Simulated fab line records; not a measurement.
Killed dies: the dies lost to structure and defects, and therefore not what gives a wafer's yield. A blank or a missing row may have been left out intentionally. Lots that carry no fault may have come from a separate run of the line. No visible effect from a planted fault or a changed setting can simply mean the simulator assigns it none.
Which tool did it? | flow berkeleyCmos170 | 15 lots with 45 wafers sampled at 4 steps, on a route of 331 steps

WHAT EACH GAUGE READ, for each wafer
UCB170_CONTACT_CD_MEAS_90: target cd 700 nm. Usual: 700.1 nm for cdNm, sd 1.6.
lot  | measured     | on       | cdNm (nm)         | flag
L629 | day 7 01:37  | cdSem-01 | 698.8 699.3 701.6 | 
L628 | day 7 04:47  | cdSem-02 | 700.9 701.7 701.8 | 
L634 | day 8 12:50  | cdSem-01 | 700.1 696.7 696.8 | 
L635 | day 8 14:01  | cdSem-02 | 702.4 701.2 701.9 | 
L639 | day 9 04:32  | cdSem-02 | 702.1 700.7 699.6 | 
L638 | day 9 04:40  | cdSem-02 | - - -             | OFF
L636 | day 9 04:58  | cdSem-02 | - - -             | OFF
L637 | day 9 06:25  | cdSem-02 | - - -             | OFF
L640 | day 9 22:35  | cdSem-02 | 700.2 700.0 698.7 | 
L644 | day 10 10:09 | cdSem-01 | 698.9 697.5 699.2 | 
L646 | day 10 16:41 | cdSem-02 | 698.9 698.4 699.0 | 
L647 | day 11 09:37 | cdSem-01 | 700.0 698.6 696.5 | 
L650 | day 11 09:54 | cdSem-02 | 701.2 698.8 699.5 | 
L648 | day 11 10:38 | cdSem-02 | 698.2 697.9 698.2 | 
L649 | day 11 12:07 | cdSem-02 | 701.0 701.9 699.5 | 

WHAT TOOL EACH LOT RAN ON (gives the tool, then ch and the chambers of the sampled wafers, and finally the start)
lot  | UCB170_SILICIDE_SPUTTER_01  | UCB170_CONTACT_ETCH_18            | UCB170_CONTACT_STRIP_19
L629 | pvdSputter-03, day 6 19:35  | rieDiel-03 ch 1,2,3, day 7 01:00  | plasmaAsher-02 ch 0,1, day 7 01:31
L628 | pvdSputter-04, day 6 20:04  | rieDiel-02 ch 1,2, day 7 04:00    | plasmaAsher-02 ch 0,1, day 7 04:41
L634 | pvdSputter-01, day 8 07:34  | rieDiel-03 ch 1,2, day 8 12:00    | plasmaAsher-01 ch 0,1, day 8 12:44
L635 | pvdSputter-03, day 8 07:52  | rieDiel-02 ch 1,2, day 8 13:00    | plasmaAsher-03 ch 0,1, day 8 13:53
L639 | pvdSputter-03, day 8 22:25  | rieDiel-03 ch 0,1,3, day 9 04:00  | plasmaAsher-03 ch 0,1, day 9 04:25
L638 | pvdSputter-01, day 8 22:44  | rieDiel-02 ch 1,2,3, day 9 04:00  | plasmaAsher-02 ch 0,1, day 9 04:32
L636 | pvdSputter-04, day 8 22:58  | rieDiel-03 ch 0,3, day 9 04:00    | plasmaAsher-03 ch 0,1, day 9 04:50
L637 | pvdSputter-03, day 8 23:43  | rieDiel-02 ch 0,1,3, day 9 06:00  | plasmaAsher-01 ch 0,1, day 9 06:19
L640 | pvdSputter-01, day 9 15:05  | rieDiel-02 ch 1,2, day 9 22:00    | plasmaAsher-01 ch 0,1, day 9 22:28
L644 | pvdSputter-04, day 10 02:31 | rieDiel-04 ch 0,1, day 10 09:00   | plasmaAsher-03 ch 0,1, day 10 09:59
L646 | pvdSputter-03, day 10 10:09 | rieDiel-03 ch 0,2,3, day 10 16:00 | plasmaAsher-03 ch 0,1, day 10 16:34
L647 | pvdSputter-03, day 11 03:09 | rieDiel-03 ch 0,2, day 11 09:00   | plasmaAsher-02 ch 0,1, day 11 09:31
L650 | pvdSputter-04, day 11 03:20 | rieDiel-02 ch 1,3, day 11 09:00   | plasmaAsher-03 ch 0,1, day 11 09:47
L648 | pvdSputter-01, day 11 03:36 | rieDiel-04 ch 0,2,3, day 11 10:00 | plasmaAsher-02 ch 1, day 11 10:32
L649 | pvdSputter-01, day 11 04:09 | rieDiel-04 ch 1,2, day 11 11:00   | plasmaAsher-03 ch 0,1, day 11 12:00
- UCB170_SILICIDE_SPUTTER_01: material Ti, target thk 30 nm, time 25 s.
- UCB170_CONTACT_ETCH_18: etches PSG in CHF3/CF4/Ar, stops on TiSi2, target depth 840 nm, time 195 s.
- UCB170_CONTACT_STRIP_19: strips in O2.

AS READ BY THE TOOLS THEMSELVES (means over the sampled wafers that have a number; for cases with no such wafer, the mark the record gives instead)
UCB170_SILICIDE_SPUTTER_01. Usual: 29.6 % for throttleValvePct, sd 1.1.
lot  | tool          | throttleValvePct (%) | flag
L629 | pvdSputter-03 | 28.8                 | 
L628 | pvdSputter-04 | 29.6                 | 
L634 | pvdSputter-01 | 29.6                 | 
L635 | pvdSputter-03 | 30.2                 | 
L639 | pvdSputter-03 | 29.0                 | 
L638 | pvdSputter-01 | 29.7                 | 
L636 | pvdSputter-04 | 30.6                 | 
L637 | pvdSputter-03 | 29.9                 | 
L640 | pvdSputter-01 | 29.7                 | 
L644 | pvdSputter-04 | 30.9                 | 
L646 | pvdSputter-03 | 29.8                 | 
L647 | pvdSputter-03 | 29.2                 | 
L650 | pvdSputter-04 | 30.4                 | 
L648 | pvdSputter-01 | 29.3                 | 
L649 | pvdSputter-01 | 29.6                 | 

UCB170_CONTACT_ETCH_18. Usual: CHF3_flow_sccm 44.97 sccm, standard deviation 0.16; cf4FlowSccm 14.99 sccm, standard deviation 0.048; drypumpMotorCurrentA 5.9 A, standard deviation 0.4; oesProductAu 0.888 a.u., standard deviation 0.015; rfFwdPowerW 697.3 W, standard deviation 2.1; throttleValvePct 6.98 %, standard deviation 0.12.
lot  | tool       | CHF3_flow_sccm (sccm) | cf4FlowSccm (sccm) | drypumpMotorCurrentA (A) | oesProductAu (a.u.) | rfFwdPowerW (W) | throttleValvePct (%) | flag
L629 | rieDiel-03 | 45.01                 | 15.04              | 5.5                      | 0.905               | 696.5           | 7.01                 | 
L628 | rieDiel-02 | 44.89                 | 14.99              | 6.2                      | 0.876               | 696.7           | 7.08                 | 
L634 | rieDiel-03 | 44.96                 | 15.02              | 5.7                      | 0.887               | 699.0           | 7.03                 | 
L635 | rieDiel-02 | 45.06                 | 15.00              | 6.2                      | 0.880               | 696.7           | 7.07                 | 
L639 | rieDiel-03 | 44.88                 | 14.97              | 5.8                      | 0.909               | 696.5           | 6.87                 | 
L638 | rieDiel-02 | -                     | -                  | -                        | -                   | -               | -                    | OFF
L636 | rieDiel-03 | -                     | -                  | -                        | -                   | -               | -                    | OFF
L637 | rieDiel-02 | -                     | -                  | -                        | -                   | -               | -                    | OFF
L640 | rieDiel-02 | 45.06                 | 14.93              | 6.2                      | 0.875               | 697.4           | 7.09                 | 
L644 | rieDiel-04 | 44.92                 | 15.00              | 6.2                      | 0.878               | 695.5           | 6.99                 | 
L646 | rieDiel-03 | 44.95                 | 14.98              | 5.9                      | 0.885               | 697.6           | 6.95                 | 
L647 | rieDiel-03 | 44.86                 | 14.96              | 6.0                      | 0.877               | 696.9           | 6.98                 | 
L650 | rieDiel-02 | 45.01                 | 14.99              | 5.6                      | 0.893               | 696.3           | 7.11                 | 
L648 | rieDiel-04 | 45.08                 | 14.97              | 5.8                      | 0.885               | 699.4           | 6.90                 | 
L649 | rieDiel-04 | 45.10                 | 14.98              | 6.3                      | 0.880               | 695.7           | 6.96                 | 

UCB170_CONTACT_STRIP_19. Usual: drypumpMotorCurrentA 5.59 A, standard deviation 0.16; oesProductAu 0.726 a.u., standard deviation 0.0049.
lot  | tool           | drypumpMotorCurrentA (A) | oesProductAu (a.u.) | flag
L629 | plasmaAsher-02 | 5.78                     | 0.724               | 
L628 | plasmaAsher-02 | 5.66                     | 0.719               | 
L634 | plasmaAsher-01 | 5.44                     | 0.729               | 
L635 | plasmaAsher-03 | 5.55                     | 0.727               | 
L639 | plasmaAsher-03 | 5.56                     | 0.729               | 
L638 | plasmaAsher-02 | 5.76                     | 0.726               | 
L636 | plasmaAsher-03 | 5.62                     | 0.731               | 
L637 | plasmaAsher-01 | 5.47                     | 0.730               | 
L640 | plasmaAsher-01 | 5.45                     | 0.725               | 
L644 | plasmaAsher-03 | 5.65                     | 0.720               | 
L646 | plasmaAsher-03 | 5.64                     | 0.729               | 
L647 | plasmaAsher-02 | 5.77                     | 0.721               | 
L650 | plasmaAsher-03 | 5.57                     | 0.726               | 
L648 | plasmaAsher-02 | 5.55                     | 0.722               | 
L649 | plasmaAsher-03 | 5.64                     | 0.719               | 

THE ANSWER, worked out from the rows above alone
Rule: a lot is off if the mean of its wafers that have a number lies more than 3 standard deviations from the usual mean. A lot without any number at a reading at which 4 lots or more have one is off too. Where the step has rows for the other lots, those lots are counted as sound. After the gauges, taken in route order, come the tools' own readings; for these a lot's mean is taken, as printed above. At the first step where some lot is off, the reading lying furthest off is the one used; lots without a number count as furthest.
Off: L638, L636, L637 (UCB170_CONTACT_CD_MEAS_90, cdNm). Without a number there: L638, L636, L637.
A tool fits if, at a process step before that reading, it ran every lot that is off, and no sound lot after the first of them. Not tried: the gauges at UCB170_CONTACT_CD_MEAS_90; whatever is off there is also off at UCB170_CONTACT_ETCH_18, on other tools, and gauge error can't account for it. Of those tried, none fits.

WHAT HAD BEEN PUT IN BY THE SIMULATOR
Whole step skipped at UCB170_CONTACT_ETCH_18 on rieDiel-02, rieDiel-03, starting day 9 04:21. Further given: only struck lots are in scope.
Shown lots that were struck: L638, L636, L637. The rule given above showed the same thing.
